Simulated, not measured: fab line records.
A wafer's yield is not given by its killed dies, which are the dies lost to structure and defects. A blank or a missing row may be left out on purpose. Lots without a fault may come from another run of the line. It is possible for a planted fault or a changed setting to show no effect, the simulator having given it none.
fab line records -- flow rit-cmos
record lots=5, wafers=15, last-day=7
route steps=202 shown NSD@134 PSD@142
lots that met no fault: taken from a fault-free run of the same line
start-h: hours from the record's opening day to when the first of the lot's shown wafers began -- wait-h: hours since the lot's step before -- " repeats the value in the row above -- L1.1+2: a row that stands for several wafers -- - either no value or no given start -- * or withheld: withheld -- < > ~ a bound
route shown NAME@n: a module of which the file shows steps, and the number in the route of the first -- usual: mean/standard deviation of fault-free wafers -- same: alike in all rows -- chamber/n: place in a boat -- sites: per-site readings -- _std_site: their standard deviation -- _edge_site: mean of outer sites minus mean of inner sites -- radius-mm: how far each site lies from the wafer's centre -- mask NAME#n: copy n -- behind: the tool/chamber that last shaped the wafer -- hold: the reason the lot was held/the length of the hold in hours/how it ended -- device: the n, p or np transistor that did not switch -- end of line: the route-end tests of the same wafers -- step lacking rows: just its recipe -- killed: at the first sort, the dies lost to defects and structure; wafer yield is something else -- map: the dies of a wafer, with x for killed, . for not killed, _ for no die there
set.NAME: the setting that was run; set.NAME@STEP: the one run at that earlier step -- model.NAME: the simulator's own value behind a step, which no gauge read
lots seen at some steps along the route; tables by step, rows by wafer
services: from which hour (start-h, from the record's first day; less than 0 if before it) a tool's chamber was out of use, for how many hours, and why
## steps
# step RIT_NSD_EXPOSE_03
# recipe mask-id=M9, na=0.57, target-cd-nm=40700, dose-mj=250
# usual exposure-dose-mJ-cm2=250.02/0.25, focus-offset-nm=0.0/0.54
lot.wafer,tool,chamber,start-h,wait-h,mask,exposure-dose-mJ-cm2,focus-offset-nm
L076.2,iline-stepper-02,0,62.98,0.2,M9#0,250.20,0.6
L076.3,iline-stepper-02,0,62.98,0.2,M9#0,249.96,-0.4
L076.4,iline-stepper-02,0,62.98,0.2,M9#0,249.98,-0.3
L084.1,iline-stepper-01,0,101.68,0.1,M9#0,249.63,-0.1
L084.4,iline-stepper-01,0,101.68,0.1,M9#0,249.60,0.3
L084.5,iline-stepper-01,0,101.68,0.1,M9#0,249.56,0.2
L085.1,iline-stepper-02,0,103.73,0.2,M9#0,249.61,-0.2
L085.4,iline-stepper-02,0,103.73,0.2,M9#0,250.16,-1.1
L085.6,iline-stepper-02,0,103.73,0.2,M9#0,250.41,-0.4
L093.1,iline-stepper-02,0,144.13,0.2,M9#0,249.75,0.4
L093.2,iline-stepper-02,0,144.13,0.2,M9#0,249.75,0.4
L093.3,iline-stepper-02,0,144.13,0.2,M9#0,249.89,1.2
L094.2,iline-stepper-01,0,151.86,0.2,M9#0,249.91,0.3
L094.4,iline-stepper-01,0,151.86,0.2,M9#0,249.93,-0.6
L094.5,iline-stepper-01,0,151.86,0.2,M9#0,249.93,-0.1
# step RIT_NSD_PEB_04
# recipe resist=NOVOLAK, temp-c=withheld, time-s=withheld
# usual resist-line-temp-C=*
lot.wafer,tool,chamber,start-h,wait-h,resist-line-temp-C
L076.2,litho-track-04,0,63.10,0.1,*
L076.3,litho-track-04,0,63.10,0.1,*
L076.4,litho-track-04,0,63.10,0.1,*
L084.1,litho-track-04,0,101.80,0.1,*
L084.4,litho-track-04,0,101.80,0.1,*
L084.5,litho-track-04,0,101.80,0.1,*
L085.1,litho-track-02,0,103.84,0.1,*
L085.4,litho-track-02,0,103.84,0.1,*
L085.6,litho-track-02,0,103.84,0.1,*
L093.1,litho-track-04,0,144.25,0.1,*
L093.2,litho-track-04,0,144.25,0.1,*
L093.3,litho-track-04,0,144.25,0.1,*
L094.2,litho-track-02,0,151.98,0.1,*
L094.4,litho-track-02,0,151.98,0.1,*
L094.5,litho-track-02,0,151.98,0.1,*
# step RIT_NSD_DEVELOP_05
# recipe resist=NOVOLAK, develop-time-s=50, dev-temp-c=23
# usual resist-line-temp-C=22.99/0.093
lot.wafer,tool,chamber,start-h,wait-h,resist-line-temp-C
L076.2,litho-track-04,0,-,-,23.14
L076.3,litho-track-04,0,-,-,23.06
L076.4,litho-track-04,0,-,-,23.04
L084.1,litho-track-04,0,-,-,22.90
L084.4,litho-track-04,0,-,-,23.14
L084.5,litho-track-04,0,-,-,22.94
L085.1,litho-track-02,0,-,-,23.12
L085.4,litho-track-02,0,-,-,23.03
L085.6,litho-track-02,0,-,-,23.02
L093.1,litho-track-04,0,-,-,22.89
L093.2,litho-track-04,0,-,-,22.90
L093.3,litho-track-04,0,-,-,23.07
L094.2,litho-track-02,0,-,-,22.81
L094.4,litho-track-02,0,-,-,22.82
L094.5,litho-track-02,0,-,-,22.91
# step RIT_NSD_OVL_MEAS_06
# usual NSD_OVL=-1.4/1.3
lot.wafer,tool,chamber,start-h,wait-h,NSD_OVL[nm]
L076.2,overlay-01,-,63.37,-,-1.5
L076.3,overlay-01,-,63.37,-,-2.0
L076.4,overlay-01,-,63.37,-,-1.8
L084.1,overlay-02,-,102.08,-,-2.2
L084.4,overlay-02,-,102.08,-,-2.9
L084.5,overlay-02,-,102.08,-,-2.2
L085.1,overlay-01,-,104.13,-,-1.6
L085.4,overlay-01,-,104.13,-,-1.8
L085.6,overlay-01,-,104.13,-,-1.9
L093.1,overlay-02,-,144.53,-,-1.0
L093.2,overlay-02,-,144.53,-,-1.4
L093.3,overlay-02,-,144.53,-,0.6
L094.2,overlay-01,-,152.24,-,-1.8
L094.4,overlay-01,-,152.24,-,-2.3
L094.5,overlay-01,-,152.24,-,-2.1
# step RIT_NSD_HARDBAKE_07
# recipe resist=NOVOLAK, temp-c=140, time-s=60
# usual resist-line-temp-C=23.01/0.094
lot.wafer,tool,chamber,start-h,wait-h,resist-line-temp-C
L076.2,litho-track-04,0,63.42,0.0,22.95
L076.3,litho-track-04,0,63.42,0.0,22.97
L076.4,litho-track-04,0,63.42,0.0,22.89
L084.1,litho-track-02,0,102.12,0.0,22.82
L084.4,litho-track-02,0,102.12,0.0,22.97
L084.5,litho-track-02,0,102.12,0.0,22.94
L085.1,litho-track-04,0,104.16,0.0,23.12
L085.4,litho-track-04,0,104.16,0.0,23.11
L085.6,litho-track-04,0,104.16,0.0,23.21
L093.1,litho-track-03,0,144.57,0.0,23.04
L093.2,litho-track-03,0,144.57,0.0,22.97
L093.3,litho-track-03,0,144.57,0.0,22.98
L094.2,litho-track-02,0,152.30,0.0,23.09
L094.4,litho-track-02,0,152.30,0.0,22.93
L094.5,litho-track-02,0,152.30,0.0,23.00
# step RIT_NSD_IMPLANT_08
# recipe species=P, energy-kev=25, dose-cm2=1e+15, tilt-deg=7
lot.wafer,tool,chamber,start-h,wait-h
L076.2+3+4,implanter-01,0,63.57,0.1
L084.1+4+5,implanter-03,0,102.27,0.1
L085.1+4+6,implanter-04,0,104.31,0.1
L093.1+2+3,implanter-01,0,144.72,0.1
L094.2+4+5,implanter-04,0,152.45,0.1
# step RIT_NSD_STRIP_09
# recipe chemistry=O2, time-s=180, resist=NOVOLAK, platen-temp-c=withheld, power-w=500, pressure-mtorr=4000, o2-flow-sccm=4000
# usual drypump-motor-current-A=5.7/0.43
lot.wafer,tool,chamber,start-h,wait-h,drypump-motor-current-A,rf-hours-counter-h
L076.2,plasma-asher-04,1,63.70,0.1,6.0,41
L076.3,plasma-asher-04,1,63.70,0.1,6.0,-
L076.4,plasma-asher-04,0,63.70,0.1,5.3,-
L084.1,plasma-asher-04,0,102.42,0.1,5.3,45
L084.4,plasma-asher-04,1,102.42,0.1,6.0,-
L084.5,plasma-asher-04,1,102.42,0.1,6.0,-
L085.1,plasma-asher-04,1,104.46,0.1,6.0,45
L085.4,plasma-asher-04,1,104.46,0.1,6.0,-
L085.6,plasma-asher-04,1,104.46,0.1,6.0,-
L093.1,plasma-asher-04,0,144.87,0.1,5.3,51
L093.2,plasma-asher-04,1,144.87,0.1,6.0,51
L093.3,plasma-asher-04,1,144.87,0.1,6.0,-
L094.2,plasma-asher-01,0,152.57,0.1,6.1,55
L094.4,plasma-asher-01,1,152.57,0.1,5.1,-
L094.5,plasma-asher-01,1,152.57,0.1,5.1,-
# step RIT_NSD_TW_MEAS_10
# usual NSD_TW=3117/15
lot.wafer,tool,chamber,start-h,wait-h,NSD_TW
L076.2,film-metro-02,-,63.88,0.1,3116
L076.3,film-metro-02,-,63.88,0.1,3111
L076.4,film-metro-02,-,63.88,0.1,3102
L084.1,film-metro-02,-,102.59,0.1,3130
L084.4,film-metro-02,-,102.59,0.1,3142
L084.5,film-metro-02,-,102.59,0.1,3122
L085.1,film-metro-01,-,104.64,0.1,3098
L085.4,film-metro-01,-,104.64,0.1,3120
L085.6,film-metro-01,-,104.64,0.1,3139
L093.1,film-metro-02,-,145.04,0.1,3156
L093.2,film-metro-02,-,145.04,0.1,3137
L093.3,film-metro-02,-,145.04,0.1,3140
L094.2,film-metro-01,-,152.76,0.1,3091
L094.4,film-metro-01,-,152.76,0.1,3075
L094.5,film-metro-01,-,152.76,0.1,3095
# step RIT_PSD_HMDS_00
# recipe prime-time-s=60, prime-temp-c=140
# usual resist-line-temp-C=23.01/0.11
lot.wafer,tool,chamber,start-h,wait-h,resist-line-temp-C
L076.2,litho-track-03,0,63.96,0.1,23.07
L076.3,litho-track-03,0,63.96,0.1,23.01
L076.4,litho-track-03,0,63.96,0.1,22.84
L084.1,litho-track-03,0,102.65,0.1,22.98
L084.4,litho-track-03,0,102.65,0.1,23.21
L084.5,litho-track-03,0,102.65,0.1,23.07
L085.1,litho-track-03,0,104.70,0.1,22.91
L085.4,litho-track-03,0,104.70,0.1,23.11
L085.6,litho-track-03,0,104.70,0.1,22.94
L093.1,litho-track-03,0,145.10,0.1,23.29
L093.2,litho-track-03,0,145.10,0.1,23.10
L093.3,litho-track-03,0,145.10,0.1,23.06
L094.2,litho-track-01,0,152.83,0.1,23.18
L094.4,litho-track-01,0,152.83,0.1,22.87
L094.5,litho-track-01,0,152.83,0.1,22.98
## services
tool,chamber,start-h,hours,kind
iline-stepper-02,0,58.50,-,calibration
plasma-asher-04,-,66.74,3.4,repair
implanter-01,-,74.73,2.6,repair
iline-stepper-01,-,90.75,4.4,pm
iline-stepper-02,-,97.09,1.7,pm
implanter-04,-,107.55,4.1,repair
implanter-03,-,118.57,0.6,repair
## key
fault none
